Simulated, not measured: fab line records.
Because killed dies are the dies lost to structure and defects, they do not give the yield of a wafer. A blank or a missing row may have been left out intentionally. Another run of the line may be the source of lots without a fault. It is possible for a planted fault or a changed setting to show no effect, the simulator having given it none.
fab line records + flow rit-cmos
record:
- lots: 13
- wafers: 39
- last-day: 7
route steps=202 shown GATE@95 M1@202
lots that met no fault: from a run of the same line without faults
start-h: the number of hours between the record's first day and the start of the first shown wafer of the lot + wait-h: hours since the lot's step before + " the same as in the row above + L1.1+2: a single row standing in for several wafers + - either no value or no given start + * or withheld: withheld + < > ~ a bound
route shown NAME@n: NAME is a module with steps in the file, n the number in the route of the first one + usual: average and standard deviation across the fault-free wafers + same: alike in all rows + chamber/n: place in a boat + sites: each site's reading + _std_site: standard deviation of those values + _edge_site: outer sites' mean less inner sites' + radius-mm: how far each site lies from the wafer's centre + mask NAME#n: copy n + behind: the tool/chamber that last shaped the wafer + hold: reason for holding the lot/hours on hold/outcome of the hold + device: the transistor (n, p or np) that didn't switch + end of line: tests of these same wafers at the route's end + a step without rows: its recipe alone + killed: count of dies lost to structure and defects at first sort (not the wafer's yield) + map: a wafer's dies, x killed, . not, _ none there
set.NAME: the run value of the setting; set.NAME@STEP: its run value at that earlier step + model.NAME: the simulator's own value behind a step, which no gauge read
one table for each step of the route and one row for each wafer, over a sample of lots
services: from which hour (start-h, from the record's first day; less than 0 if before it) a tool's chamber was out of use, for how many hours, and why
== steps ==
step: RIT_GATE_ETCH_19
recipe:
- chemistry: SF6/CHF3/O2
- time-s: 165
- SF6_flow_sccm: 30
- CHF3_flow_sccm: 30
- O2_flow_sccm: 5
- target: poly-Si
- pressure-mtorr: 40
- rf-w: 160
- target-depth-a: 3125
- over-etch-frac: 0.25
- stop-on: SiO2
usual:
- drypump-motor-current-A: 5.8/0.64
- oes-product-au: 0.858/0.011
- rf-fwd-power-W: 159.2/0.51
- throttle-valve-pct: 10.22/0.14
| lot.wafer | tool      | chamber | start-h | wait-h | drypump-motor-current-A | oes-product-au | rf-fwd-power-W | rf-hours-counter-h | throttle-valve-pct |
|-----------|-----------|---------|---------|--------|-------------------------|----------------|----------------|--------------------|--------------------|
| L532.1    | rie-si-01 | 1       | 39.22   | 0.1    | 5.3                     | 0.859          | 159.3          | 2                  | 10.09              |
| L532.2    | "         | 2       | "       | "      | 5.2                     | 0.857          | 158.7          | 3                  | 10.10              |
| L532.4    | "         | 0       | "       | "      | 5.7                     | 0.871          | 158.2          | 132                | 10.31              |
| L533.1    | rie-si-02 | 2       | 46.34   | 0.1    | 6.9                     | 0.871          | 158.6          | 89                 | 10.06              |
| L533.2    | "         | 0       | "       | "      | 5.8                     | 0.859          | 159.7          | 120                | 10.22              |
| L533.5    | "         | 0       | "       | "      | 5.8                     | 0.860          | 159.5          | -                  | 10.22              |
| L535.1    | rie-si-02 | 1       | 54.65   | 0.1    | 6.4                     | 0.841          | 159.2          | 40                 | 10.28              |
| L535.3    | "         | 2       | "       | "      | 6.9                     | 0.863          | 159.5          | 89                 | 10.05              |
| L535.6    | "         | 1       | "       | "      | 6.4                     | 0.837          | 159.9          | -                  | 10.28              |
| L536.1    | rie-si-01 | 2       | 63.06   | 0.1    | 5.2                     | 0.866          | 158.9          | 3                  | 10.08              |
| L536.4    | "         | 1       | "       | "      | 5.3                     | 0.847          | 159.5          | 2                  | 10.08              |
| L536.6    | "         | 2       | "       | "      | 5.2                     | 0.867          | 158.6          | -                  | 10.10              |
| L537.1    | rie-si-02 | 2       | 65.83   | 0.1    | 6.9                     | 0.859          | 159.1          | 90                 | 10.06              |
| L537.2    | "         | 3       | "       | "      | 6.5                     | 0.859          | 159.5          | 15                 | 10.51              |
| L537.4    | "         | 1       | "       | "      | 6.4                     | 0.844          | 159.2          | 40                 | 10.29              |
| L538.1    | rie-si-01 | 3       | 73.67   | 0.1    | 5.1                     | 0.852          | 159.4          | 0                  | 10.28              |
| L538.3    | "         | 0       | "       | "      | 5.7                     | 0.850          | 158.6          | 132                | 10.31              |
| L538.5    | "         | 3       | "       | "      | 5.1                     | 0.852          | 159.3          | -                  | 10.27              |
| L540.1    | rie-si-01 | 2       | 81.92   | 0.1    | 5.2                     | 0.868          | 159.2          | 4                  | 10.12              |
| L540.3    | "         | 1       | "       | "      | 5.3                     | 0.845          | 158.9          | 2                  | 10.08              |
| L540.5    | "         | 1       | "       | "      | 5.3                     | 0.857          | 159.1          | -                  | 10.09              |
| L541.3    | rie-si-02 | 0       | 85.75   | 0.1    | 5.8                     | 0.861          | 158.2          | 120                | 10.21              |
| L541.4    | "         | 2       | "       | "      | 6.9                     | 0.868          | 158.4          | 90                 | 10.04              |
| L541.5    | "         | 0       | "       | "      | 5.7                     | 0.869          | 158.8          | -                  | 10.20              |
| L543.1    | rie-si-02 | 3       | 95.31   | 0.1    | 6.5                     | 0.862          | 160.2          | 16                 | 10.52              |
| L543.3    | "         | 2       | "       | "      | 6.9                     | 0.873          | 159.2          | 90                 | 10.06              |
| L543.6    | "         | 0       | "       | "      | 5.8                     | 0.866          | 159.1          | -                  | 10.22              |
| L544.2    | rie-si-01 | 1       | 98.35   | 0.1    | 5.2                     | 0.867          | 159.7          | 2                  | 10.09              |
| L544.3    | "         | 2       | "       | "      | 5.2                     | 0.865          | 159.5          | 4                  | 10.10              |
| L544.4    | "         | 0       | "       | "      | 5.7                     | 0.875          | 159.7          | 133                | 10.30              |
| L551.1    | rie-si-02 | 2       | 135.47  | 0.1    | 6.9                     | 0.867          | 159.5          | 90                 | 10.06              |
| L551.5    | "         | 3       | "       | "      | 6.5                     | 0.870          | 158.1          | -                  | 10.53              |
| L551.6    | "         | 2       | "       | "      | 6.9                     | 0.868          | 159.5          | -                  | 10.06              |
| L553.1    | rie-si-02 | 1       | 143.09  | 0.1    | 6.4                     | 0.833          | 159.6          | 41                 | 10.27              |
| L553.3    | "         | 0       | "       | "      | 5.7                     | 0.865          | 159.0          | 121                | 10.20              |
| L553.4    | "         | 2       | "       | "      | 6.8                     | 0.864          | 158.9          | 90                 | 10.07              |
| L555.2    | rie-si-02 | 3       | 153.35  | 0.1    | 6.5                     | 0.866          | 159.8          | 16                 | 10.52              |
| L555.3    | "         | 2       | "       | "      | 6.9                     | 0.855          | 159.3          | 90                 | 10.05              |
| L555.5    | "         | 2       | "       | "      | 6.9                     | 0.851          | 159.2          | -                  | 10.05              |
step: RIT_M1_PROBE_99
usual:
- killed-at-contacts: 0.1/0.35
- killed-at-front-end: 6.9/2.8
- killed-dies: 7.0/2.8
- killed-open: 3.4/2
- killed-short: 3.5/2.1
same:
- gross-dies: 264
- killed_at_M0_to_M3: 0
- killed_at_M4_up: 0
- killed-at-back-side: 0
- killed-at-other: 0
| lot.wafer | tool      | chamber | start-h | wait-h | hold                     | killed-at-contacts | killed-at-front-end | killed-dies | killed-open | killed-short |
|-----------|-----------|---------|---------|--------|--------------------------|--------------------|---------------------|-------------|-------------|--------------|
| L532.1    | prober-01 | -       | 60.12   | 0.1    | -                        | 1                  | 3                   | 4           | 2           | 2            |
| L532.2    | prober-01 | -       | 60.17   | 0.1    | -                        | 0                  | 10                  | 10          | 5           | 5            |
| L532.4    | prober-01 | -       | 60.27   | 0.2    | -                        | 0                  | 4                   | 4           | 1           | 3            |
| L533.1    | prober-02 | -       | 65.90   | 0.1    | -                        | 0                  | 13                  | 13          | 4           | 9            |
| L533.2    | prober-02 | -       | 65.95   | 0.1    | -                        | 0                  | 5                   | 5           | 0           | 5            |
| L533.5    | prober-02 | -       | 66.10   | 0.2    | -                        | 0                  | 13                  | 13          | 6           | 7            |
| L535.1    | prober-02 | -       | 78.25   | 0.1    | -                        | 0                  | 4                   | 4           | 3           | 1            |
| L535.3    | prober-02 | -       | 78.35   | 0.2    | -                        | 0                  | 8                   | 8           | 7           | 1            |
| L535.6    | prober-02 | -       | 78.50   | 0.2    | -                        | 0                  | 7                   | 7           | 4           | 3            |
| L536.1    | prober-01 | -       | 83.06   | 0.1    | -                        | 0                  | 7                   | 7           | 0           | 7            |
| L536.4    | prober-01 | -       | 83.21   | 0.2    | -                        | 0                  | 9                   | 9           | 4           | 5            |
| L536.6    | prober-01 | -       | 83.31   | 0.2    | -                        | 0                  | 7                   | 7           | 5           | 2            |
| L537.1    | prober-02 | -       | 86.86   | 0.1    | -                        | 0                  | 8                   | 8           | 3           | 5            |
| L537.2    | prober-02 | -       | 86.91   | 0.1    | -                        | 0                  | 0                   | 0           | 0           | 0            |
| L537.4    | prober-02 | -       | 87.01   | 0.2    | -                        | 0                  | 7                   | 7           | 4           | 3            |
| L538.1    | prober-01 | -       | 93.43   | 0.1    | -                        | 0                  | 6                   | 6           | 1           | 5            |
| L538.3    | prober-01 | -       | 93.53   | 0.2    | -                        | 0                  | 5                   | 5           | 1           | 4            |
| L538.5    | prober-01 | -       | 93.63   | 0.2    | -                        | 1                  | 10                  | 11          | 4           | 7            |
| L540.1    | prober-01 | -       | 102.73  | 0.1    | -                        | 0                  | 8                   | 8           | 5           | 3            |
| L540.3    | prober-01 | -       | 102.83  | 0.2    | -                        | 0                  | 5                   | 5           | 3           | 2            |
| L540.5    | prober-01 | -       | 102.93  | 0.2    | -                        | 1                  | 5                   | 6           | 4           | 2            |
| L541.3    | prober-02 | -       | 108.45  | 0.2    | -                        | 0                  | 6                   | 6           | 3           | 3            |
| L541.4    | prober-02 | -       | 108.50  | 0.2    | -                        | 0                  | 3                   | 3           | 2           | 1            |
| L541.5    | prober-02 | -       | 108.55  | 0.2    | -                        | 0                  | 8                   | 8           | 4           | 4            |
| L543.1    | prober-02 | -       | 115.24  | 0.1    | -                        | 0                  | 6                   | 6           | 3           | 3            |
| L543.3    | prober-02 | -       | 115.34  | 0.2    | -                        | 0                  | 4                   | 4           | 3           | 1            |
| L543.6    | prober-02 | -       | 115.49  | 0.2    | -                        | 0                  | 4                   | 4           | 1           | 3            |
| L544.2    | prober-01 | -       | 119.29  | 0.1    | await-dispo/0.9h/release | 0                  | 30                  | 30          | 2           | 1            |
| L544.3    | prober-01 | -       | 119.34  | 0.2    | await-dispo/0.9h/release | 0                  | 9                   | 9           | 5           | 4            |
| L544.4    | prober-01 | -       | 119.39  | 0.2    | await-dispo/0.9h/release | 1                  | 3                   | 4           | 1           | 3            |
| L551.1    | prober-01 | -       | 159.98  | 0.1    | -                        | 0                  | 7                   | 7           | 1           | 6            |
| L551.5    | prober-01 | -       | 160.18  | 0.2    | -                        | 0                  | 7                   | 7           | 3           | 4            |
| L551.6    | prober-01 | -       | 160.23  | 0.2    | -                        | 0                  | 9                   | 9           | 4           | 5            |
| L553.1    | prober-02 | -       | 165.06  | 0.1    | -                        | 1                  | 13                  | 14          | 4           | 10           |
| L553.3    | prober-02 | -       | 165.16  | 0.2    | -                        | 0                  | 6                   | 6           | 3           | 3            |
| L553.4    | prober-02 | -       | 165.21  | 0.2    | -                        | 0                  | 7                   | 7           | 3           | 4            |
| L555.2    | prober-02 | -       | 174.46  | 0.1    | -                        | 0                  | 3                   | 3           | 0           | 3            |
| L555.3    | prober-02 | -       | 174.51  | 0.2    | -                        | 0                  | 10                  | 10          | 5           | 5            |
| L555.5    | prober-02 | -       | 174.61  | 0.2    | -                        | 0                  | 5                   | 5           | 1           | 4            |
killed by level:class
L532.1 GATE:geometric-particle:open=2 GATE:geometric-particle:short=1 CONTACT:geometric-particle:short=1
L532.2 GATE:geometric-particle:short=3 SPACER:geometric-particle:open=3 GATE:geometric-particle:open=2 SPACER:geometric-particle:short=2
L532.4 GATE:geometric-particle:short=2 GATE:geometric-particle:open=1 SPACER:geometric-particle:short=1
L533.1 GATE:geometric-particle:short=4 GATE:geometric-particle:open=3 SPACER:geometric-particle:short=3 FOX1:geometric-particle:short=1 REOX:geometric-particle:short=1 SPACER:geometric-particle:open=1
L533.2 GATE:geometric-particle:short=2 SILICIDE:geometric-particle:short=2 FOX1:geometric-particle:short=1
L533.5 FOX1:geometric-particle:short=3 FOX1:geometric-particle:open=3 GATE:geometric-particle:open=2 GATE:geometric-particle:short=2 SPACER:geometric-particle:short=2 SPACER:geometric-particle:open=1
L535.1 GATE:geometric-particle:open=2 GATE:geometric-particle:short=1 REOX:geometric-particle:open=1
L535.3 GATE:geometric-particle:open=4 FOX2:geometric-particle:open=1 REOX:geometric-particle:open=1 REOX:geometric-particle:short=1 SPACER:geometric-particle:open=1
L535.6 REOX:geometric-particle:open=3 FOX1:geometric-particle:short=1 FOX2:geometric-particle:short=1 GATE:geometric-particle:open=1 SILICIDE:geometric-particle:short=1
L536.1 FOX1:geometric-particle:short=2 GATE:geometric-particle:short=2 FOX2:geometric-particle:short=1 REOX:geometric-particle:short=1 SILICIDE:geometric-particle:short=1
L536.4 GATE:geometric-particle:short=3 REOX:geometric-particle:open=2 FOX1:geometric-particle:short=1 FOX1:geometric-particle:open=1 GATE:geometric-particle:open=1 REOX:geometric-particle:short=1
L536.6 FOX2:geometric-particle:open=2 GATE:geometric-particle:short=2 SILICIDE:geometric-particle:open=2 REOX:geometric-particle:open=1
L537.1 GATE:geometric-particle:short=5 GATE:geometric-particle:open=2 FOX1:geometric-particle:open=1
L537.4 GATE:geometric-particle:open=2 SPACER:geometric-particle:short=2 FOX1:geometric-particle:open=1 GATE:geometric-particle:short=1 SPACER:geometric-particle:open=1
L538.1 SPACER:geometric-particle:short=3 REOX:geometric-particle:short=1 FOX2:geometric-particle:short=1 GATE:geometric-particle:open=1
L538.3 GATE:geometric-particle:short=3 GATE:geometric-particle:open=1 SPACER:geometric-particle:short=1
L538.5 GATE:geometric-particle:short=2 GATE:geometric-particle:open=2 SPACER:geometric-particle:short=2 SILICIDE:geometric-particle:short=2 SPACER:geometric-particle:open=1 SILICIDE:geometric-particle:open=1 CONTACT:geometric-particle:short=1
L540.1 SPACER:geometric-particle:open=3 FOX1:geometric-particle:open=1 FOX1:geometric-particle:short=1 GATE:geometric-particle:short=1 REOX:geometric-particle:open=1 SILICIDE:geometric-particle:short=1
L540.3 REOX:geometric-particle:open=2 SPACER:geometric-particle:short=2 GATE:geometric-particle:open=1
L540.5 FOX1:geometric-particle:open=1 FOX1:geometric-particle:short=1 GATE:geometric-particle:open=1 GATE:geometric-particle:short=1 REOX:geometric-particle:open=1 CONTACT:geometric-particle:open=1
L541.3 GATE:geometric-particle:short=3 GATE:geometric-particle:open=1 REOX:geometric-particle:open=1 SPACER:geometric-particle:open=1
L541.4 GATE:geometric-particle:open=1 GATE:geometric-particle:short=1 SPACER:geometric-particle:open=1
L541.5 REOX:geometric-particle:open=3 GATE:geometric-particle:short=2 GATE:geometric-particle:open=1 REOX:geometric-particle:short=1 SPACER:geometric-particle:short=1
L543.1 GATE:geometric-particle:open=2 GATE:geometric-particle:short=1 REOX:geometric-particle:short=1 REOX:geometric-particle:open=1 SPACER:geometric-particle:short=1
L543.3 FOX1:geometric-particle:short=1 FOX2:geometric-particle:open=1 SPACER:geometric-particle:open=1 SILICIDE:geometric-particle:open=1
L543.6 SILICIDE:geometric-particle:short=2 FOX1:geometric-particle:short=1 SILICIDE:geometric-particle:open=1
L544.2 GATE:unspecified=27 ACTIVE:geometric-particle:open=1 FOX1:geometric-particle:short=1 REOX:geometric-particle:open=1
L544.3 GATE:geometric-particle:open=3 GATE:geometric-particle:short=2 REOX:geometric-particle:open=1 SPACER:geometric-particle:short=1 SPACER:geometric-particle:open=1 SILICIDE:geometric-particle:short=1
L544.4 FOX1:geometric-particle:open=1 GATE:geometric-particle:short=1 SPACER:geometric-particle:short=1 CONTACT:geometric-particle:short=1
L551.1 GATE:geometric-particle:short=3 FOX1:geometric-particle:short=1 REOX:geometric-particle:short=1 SPACER:geometric-particle:open=1 SPACER:geometric-particle:short=1
L551.5 GATE:geometric-particle:open=3 FOX1:geometric-particle:short=2 GATE:geometric-particle:short=1 SPACER:geometric-particle:short=1
L551.6 GATE:geometric-particle:short=3 GATE:geometric-particle:open=3 FOX1:geometric-particle:short=1 FOX1:geometric-particle:open=1 REOX:geometric-particle:short=1
L553.1 SPACER:geometric-particle:short=4 GATE:geometric-particle:short=2 SILICIDE:geometric-particle:open=2 ACTIVE:geometric-particle:short=1 FOX1:geometric-particle:short=1 FOX2:geometric-particle:short=1 FOX2:geometric-particle:open=1 SPACER:geometric-particle:open=1
L553.3 REOX:geometric-particle:open=2 FOX2:geometric-particle:short=1 GATE:geometric-particle:open=1 REOX:geometric-particle:short=1 SILICIDE:geometric-particle:short=1
L553.4 GATE:geometric-particle:open=3 FOX1:geometric-particle:short=1 GATE:geometric-particle:short=1 SPACER:geometric-particle:short=1 SILICIDE:geometric-particle:short=1
L555.2 FOX1:geometric-particle:short=1 GATE:geometric-particle:short=1 SILICIDE:geometric-particle:short=1
L555.3 GATE:geometric-particle:short=3 GATE:geometric-particle:open=3 FOX1:geometric-particle:short=2 FOX1:geometric-particle:open=1 SILICIDE:geometric-particle:open=1
L555.5 GATE:geometric-particle:short=2 REOX:geometric-particle:short=2 FOX1:geometric-particle:open=1
== services ==
| tool      | chamber | start-h | hours | kind           |
|-----------|---------|---------|-------|----------------|
| rie-si-01 | 0       | 19.76   | 15.4  | repair         |
| rie-si-01 | -       | 26.04   | 0.5   | repair         |
| rie-si-01 | 3       | 39.41   | -     | clean          |
| rie-si-01 | 3       | 39.41   | 19.1  | scheduled-down |
| rie-si-01 | 3       | 39.41   | 19.1  | vent-cycle     |
| rie-si-01 | 0       | 99.75   | 3.5   | repair         |
| rie-si-01 | 0       | 124.61  | 7.4   | repair         |
== key ==
first-sign:
- step: RIT_M1_PROBE_99
- reading: killed-at-front-end
- direction: up
- sigmas: 8.3
- usual: 6.9
- struck: 30
effect:
- step: RIT_M1_PROBE_99
- reading: killed-dies
- direction: up
- sigmas: 8.1
- usual: 7.0
- struck: 30
met-at RIT_GATE_ETCH_19
struck-lots L544
struck-wafers L544.2
tester-left-out L544
onset-between 81.92 98.35
fault:
- kind: chamber-particle-source
- tool: rie-si-01
- chamber: 1
- onset-h: 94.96
- steps: RIT_GATE_ETCH_19
- rate-per-visit-cm2: 0.56591
- end-h: 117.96
tester-left-out: of these lots the tester's yield and bins aren't shown, on N5 and GAA mostly nor the transistor test; their killed dies are dies lost to structure and defects alone, not to doping, threshold or leakage, so they don't give the yield
